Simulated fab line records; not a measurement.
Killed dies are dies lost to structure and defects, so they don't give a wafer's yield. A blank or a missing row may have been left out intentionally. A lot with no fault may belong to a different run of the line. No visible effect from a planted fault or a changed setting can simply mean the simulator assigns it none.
Which tool is to blame? + flow rit_cmos + 13 lots, 39 wafers sampled, at 4 steps of a route of 202

== WHAT THE GAUGES SHOWED, per wafer ==
RIT_ACTIVE_BOW_MEAS_00.
| lot  | measured    | on            | INCOMING_BOW (um) |
|------|-------------|---------------|-------------------|
| L301 | day 1 10:04 | film_metro-02 | -11 -9 -7         |
| L302 | day 1 15:04 | film_metro-01 | 11 -1 -1          |
| L304 | day 2 01:01 | film_metro-02 | -12 -1 -13        |
| L305 | day 2 06:00 | film_metro-03 | -10 0 -2          |
| L306 | day 2 11:00 | film_metro-03 | -10 3 -4          |
| L307 | day 2 16:02 | film_metro-01 | 7 10 -18          |
| L311 | day 3 12:01 | film_metro-01 | 13 -3 11          |
| L316 | day 4 13:00 | film_metro-01 | 3 -16 -6          |
| L317 | day 4 18:02 | film_metro-03 | 5 0 -9            |
| L319 | day 5 04:02 | film_metro-02 | 3 -2 10           |
| L320 | day 5 09:00 | film_metro-03 | -9 3 6            |
| L321 | day 5 14:01 | film_metro-03 | -2 -2 1           |
| L322 | day 5 19:01 | film_metro-03 | -11 8 -7          |

RIT_PLDD_OVL_MEAS_06.
| lot  | measured    | on         | PLDD_OVL (nm)  |
|------|-------------|------------|----------------|
| L301 | day 3 01:11 | overlay-01 | -0.1 -0.7 0.3  |
| L302 | day 3 07:12 | overlay-01 | 1.5 0.6 1.8    |
| L304 | day 3 16:48 | overlay-01 | -0.6 -1.7 0.4  |
| L305 | day 3 21:27 | overlay-01 | -0.4 1.6 0.3   |
| L306 | day 4 01:12 | overlay-01 | 0.5 -0.7 0.4   |
| L307 | day 4 08:25 | overlay-01 | 1.1 0.8 1.3    |
| L311 | day 5 03:47 | overlay-02 | 1.5 -0.1 -0.2  |
| L316 | day 6 04:01 | overlay-01 | 0.8 1.3 -0.2   |
| L317 | day 6 06:43 | overlay-01 | -1.0 -2.7 -2.5 |
| L319 | day 6 19:01 | overlay-01 | 4.1 3.0 1.9    |
| L320 | day 6 20:02 | overlay-02 | 0.4 0.6 0.6    |
| L321 | day 6 23:46 | overlay-02 | 0.0 -0.4 -0.8  |
| L322 | day 7 08:09 | overlay-01 | 1.0 0.3 3.0    |

RIT_M1_CD_MEAS_09: target cd 2600 nm.
| lot  | measured    | on        | cd_nm (nm)                                |
|------|-------------|-----------|-------------------------------------------|
| L301 | day 3 12:50 | cd_sem-02 | 2602.3 2603.6 2601.3                      |
| L302 | day 3 18:37 | cd_sem-01 | 2602.2 2601.7 2601.7                      |
| L304 | day 4 04:04 | cd_sem-02 | 2597.4 2597.5 2598.6                      |
| L305 | day 4 08:32 | cd_sem-01 | 2599.5 2600.8 2599.8                      |
| L306 | day 4 13:23 | cd_sem-02 | 2596.6 2599.3 2597.6                      |
| L307 | day 4 19:44 | cd_sem-01 | 2250.4 2247.5 2248.3 2250.4 2247.8 2248.6 |
| L311 | day 5 16:10 | cd_sem-02 | 2603.3 2605.6 2604.9                      |
| L316 | day 6 15:31 | cd_sem-02 | 2604.2 2603.5 2601.1                      |
| L317 | day 6 19:24 | cd_sem-02 | 2600.0 2598.7 2599.3                      |
| L319 | day 7 06:13 | cd_sem-01 | 2605.6 2607.1 2606.0                      |
| L320 | day 7 08:17 | cd_sem-02 | 2602.3 2602.5 2602.6                      |
| L321 | day 7 12:00 | cd_sem-02 | 2599.0 2597.4 2599.0                      |
| L322 | day 7 19:10 | cd_sem-02 | 2602.8 2601.6 2602.0                      |

== EACH LOT AND THE TOOL THAT RAN IT (in order: tool; ch and the chambers of the sampled wafers; start) ==
| lot  | RIT_M1_EXPOSE_06                   |
|------|------------------------------------|
| L301 | iline_stepper-02 ch 0, day 3 12:17 |
| L302 | iline_stepper-01 ch 0, day 3 18:11 |
| L304 | iline_stepper-02 ch 0, day 4 03:38 |
| L305 | iline_stepper-02 ch 0, day 4 08:07 |
| L306 | iline_stepper-02 ch 0, day 4 12:56 |
| L307 | iline_stepper-02 ch 0, day 4 19:18 |
| L311 | iline_stepper-01 ch 0, day 5 15:44 |
| L316 | iline_stepper-01 ch 0, day 6 15:05 |
| L317 | iline_stepper-02 ch 0, day 6 18:58 |
| L319 | iline_stepper-01 ch 0, day 7 05:47 |
| L320 | iline_stepper-01 ch 0, day 7 07:52 |
| L321 | iline_stepper-02 ch 0, day 7 11:34 |
| L322 | iline_stepper-02 ch 0, day 7 18:44 |
- RIT_M1_EXPOSE_06: exposes mask M12, target cd 2600 nm.

== AS READ BY THE TOOLS THEMSELVES (means over the sampled wafers that have a number; for cases with no such wafer, the mark the record gives instead) ==
RIT_M1_EXPOSE_06.
| lot  | tool             | stage_vel_mm_s (mm/s) |
|------|------------------|-----------------------|
| L301 | iline_stepper-02 | 499.80                |
| L302 | iline_stepper-01 | 499.74                |
| L304 | iline_stepper-02 | 499.81                |
| L305 | iline_stepper-02 | 500.12                |
| L306 | iline_stepper-02 | 499.79                |
| L307 | iline_stepper-02 | 499.65                |
| L311 | iline_stepper-01 | 499.93                |
| L316 | iline_stepper-01 | 499.91                |
| L317 | iline_stepper-02 | 500.22                |
| L319 | iline_stepper-01 | 500.05                |
| L320 | iline_stepper-01 | 499.95                |
| L321 | iline_stepper-02 | 500.43                |
| L322 | iline_stepper-02 | 499.59                |

== THE ANSWER, worked out from the rows above alone ==
Rule: the usual values come from the lots themselves. Put in order of their means at a reading, lots are off if they are a third of the lots or fewer, leave a main group of 4 or more, and stand apart from it by a gap of 3 or more times the standard deviation of the main group's means; of several such gaps the widest counts. A main group whose means are all the same, to the digits that the tables above print for the reading, isn't used. Also off: a lot with no number at a reading for which 4 or more lots have one. Where the step has rows for the other lots, those lots are counted as sound. First the gauges in route order, then the tools' own readings, where a lot's mean is used as printed above. At the first step where some lot is off, the reading lying furthest off is the one used; lots without a number count as furthest.
Off: L307, at RIT_M1_CD_MEAS_09 (cd_nm). The main group: mean 2601.3 nm, standard deviation 2.6.
A tool fits if, at a process step before that reading, it ran every lot that is off, and no sound lot after the first of them. Gauges at RIT_M1_CD_MEAS_09: tried the same way as those tools. No candidate that was tried fits.

== WHAT THE SIMULATOR PUT IN ==
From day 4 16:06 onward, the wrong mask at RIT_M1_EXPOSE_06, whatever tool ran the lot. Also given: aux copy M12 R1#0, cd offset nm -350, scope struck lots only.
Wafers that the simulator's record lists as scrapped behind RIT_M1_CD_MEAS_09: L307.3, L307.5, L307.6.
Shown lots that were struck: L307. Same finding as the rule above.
